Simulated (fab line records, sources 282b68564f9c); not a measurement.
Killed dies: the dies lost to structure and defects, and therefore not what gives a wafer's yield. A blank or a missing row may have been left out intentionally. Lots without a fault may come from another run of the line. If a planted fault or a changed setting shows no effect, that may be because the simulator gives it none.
Struck lot and sound lot, side by side || flow rit-cmos || 34 steps out of a route of 202
Sound: the wafers L213.2, L213.5, L213.6. The struck wafers were L220.4, L220.5, L220.6. The cause is named last.
Per side, at each step with rows, come the tool, then ch with its chambers, and then its first start. Under that, the readings that differ: sound wafers || struck wafers || difference of the means || sigmas: that difference in standard deviations of wafers without a fault.
alike: readings with means less than 2 such deviations apart, plus words and numbers identical on both sides. not compared: withheld readings, readings lacking a value on some wafer, bounds such as >300 that could conceal the same value, and numbers that have no deviation in the record and whose values overlap.
Wherever a step has rows on one side only, a row that says differs or no value, or a row with sigmas, the two part there. Non-overlapping numbers with no deviation appear without sigmas and do not part them. A reading that every wafer of one side lacks parts them only if that side has two wafers or more.

first, 2 steps without rows for these wafers: RIT_SPACER_CLEAN_02 (cleans in SC2, time 600 s); RIT_SPACER_CVD_03 (deposits Si3N4 from SiH2Cl2/NH3, target thk 250 nm, time 3300 s).
RIT_SPACER_THK_MEAS_04:
  sound on film-metro-04 at day 5 02:16; struck on film-metro-01 at day 6 14:14
  alike: SPACER_NITRIDE_THK
RIT_SPACER_ETCHBACK_05: etches Si3N4 in SF6/CHF3, stops on SiO2, target depth 250 nm, time 240 s.
  sound on rie-diel-04 ch 0,1, day 5 02:19; struck on rie-diel-04 ch 1,2, day 6 14:16
  alike: drypump-motor-current-A, oes-product-au, throttle-valve-pct
  not compared: rf-hours-counter-h
then, 6 steps without rows for these wafers: RIT_NSD_HMDS_00 (prime time 60 s); RIT_NSD_COAT_01 (resist thk 1000 nm); RIT_NSD_SOFTBAKE_02 (time 60 s); RIT_NSD_EXPOSE_03 (exposes mask M9, target cd 40700 nm); RIT_NSD_PEB_04; RIT_NSD_DEVELOP_05 (develop time 50 s).
RIT_NSD_OVL_MEAS_06:
  sound on overlay-01 at day 5 03:30; struck on overlay-02 at day 6 15:25
  alike: NSD_OVL
then, 1 step without rows for these wafers: RIT_NSD_HARDBAKE_07 (time 60 s).
RIT_NSD_IMPLANT_08:
  sound on implanter-02 ch 0, day 5 03:42; struck on implanter-02 ch 0, day 6 15:39
  alike: faraday-current-uA
RIT_NSD_STRIP_09: strips in O2, time 180 s.
  sound on plasma-asher-02 ch 0,1, day 5 03:50; struck on plasma-asher-04 ch 0,1, day 6 15:47
  alike: drypump-motor-current-A
  not compared: rf-hours-counter-h
RIT_NSD_TW_MEAS_10:
  sound on film-metro-03 at day 5 04:01; struck on film-metro-04 at day 6 15:56
{"reading": "NSD_TW", "sound": "3141 3188 3153", "struck": "3116 3101 3103", "difference": -54, "sigmas": -2}
then, 6 steps without rows for these wafers: RIT_PSD_HMDS_00 (prime time 60 s); RIT_PSD_COAT_01 (resist thk 1000 nm); RIT_PSD_SOFTBAKE_02 (time 60 s); RIT_PSD_EXPOSE_03 (exposes mask M10, target cd 40900 nm); RIT_PSD_PEB_04; RIT_PSD_DEVELOP_05 (develop time 50 s).
RIT_PSD_OVL_MEAS_06:
  sound on overlay-02 at day 5 04:55; struck on overlay-01 at day 6 17:01
{"reading": "PSD_OVL (nm)", "sound": "1.4 2.0 0.2", "struck": "-2.6 -3.4 -1.6", "difference": -3.7, "sigmas": -2}
then, 2 steps without rows for these wafers: RIT_PSD_HARDBAKE_07 (time 60 s); RIT_PSD_IMPLANT_08.
RIT_PSD_STRIP_09: strips in O2, time 180 s.
  sound on plasma-asher-04 ch 0,1, day 5 05:15; struck on plasma-asher-03 ch 0,1, day 6 17:23
  alike: drypump-motor-current-A
  not compared: rf-hours-counter-h
RIT_PSD_TW_MEAS_10:
  sound on film-metro-04 at day 5 05:26; struck on film-metro-04 at day 6 17:32
  alike: PSD_TW
then, 3 steps without rows for these wafers: RIT_SDANNEAL_CLEAN_00 (cleans in SC1, time 600 s); RIT_SDANNEAL_CLEAN_01 (cleans in dHF, time 30 s); RIT_SDANNEAL_CLEAN_02 (cleans in SC2, time 600 s).
RIT_SDANNEAL_RTA_03: time 5 s.
  sound on rtp-anneal-02 ch 0, day 5 05:53; struck on rtp-anneal-01 ch 0, day 6 17:58
  alike: wafer_temp_C_max
RIT_SDANNEAL_RS_MEAS_04: uses a four-point probe to measure.
  sound on film-metro-02 at day 5 05:57; struck on film-metro-04 at day 6 18:04
  alike: PSD_RS
RIT_SDANNEAL_RS_MEAS_05: uses a four-point probe to measure.
  sound on film-metro-02 at day 5 06:04; struck on film-metro-04 at day 6 18:11
{"reading": "NSD_RS (ohm/sq)", "sound": "84.56 84.39 84.47", "struck": "- - -", "difference": "no value on the struck wafers", "sigmas": ""}
RIT_SDANNEAL_RS_MEAS_06: uses a four-point probe to measure.
  sound on film-metro-02 at day 5 06:11; struck on film-metro-04 at day 6 18:18
  alike: PLDD_RS
RIT_M1_PROBE_99:
  sound on prober-01 at day 5 13:19; struck on prober-02 at day 7 02:49
{"reading": "model.etest.diode-nplus-pwell.bv-v (V)", "sound": "5.874 5.891 5.853", "struck": "5.761 5.765 5.757", "difference": -0.112, "sigmas": ""}
{"reading": "model.etest.nmos_0p15.bv-v (V)", "sound": "5.46 5.463 5.445", "struck": "5.409 5.415 5.384", "difference": -0.053, "sigmas": ""}
{"reading": "model.etest.nmos_0p3.bv-v (V)", "sound": "5.46 5.463 5.445", "struck": "5.409 5.415 5.384", "difference": -0.053, "sigmas": ""}
{"reading": "model.etest.diode-nplus-pwell.cj-ff-um2", "sound": "2.089 2.1 2.092", "struck": "2.137 2.143 2.154", "difference": "+0.051", "sigmas": ""}
  alike: killed_at_M0_to_M3, killed-at-contacts, killed-at-front-end, killed-dies, killed-open, killed-short
  not compared: model.etest.diode-nplus-comb.cj-ff-um2

## WHERE THEY PART
At RIT_NSD_TW_MEAS_10 first; at RIT_SDANNEAL_RS_MEAS_05 last (within this record only). Later steps at which nothing parts them and some readings are alike: RIT_SDANNEAL_RS_MEAS_06, RIT_M1_PROBE_99.

WHY: what had been put in by the simulator
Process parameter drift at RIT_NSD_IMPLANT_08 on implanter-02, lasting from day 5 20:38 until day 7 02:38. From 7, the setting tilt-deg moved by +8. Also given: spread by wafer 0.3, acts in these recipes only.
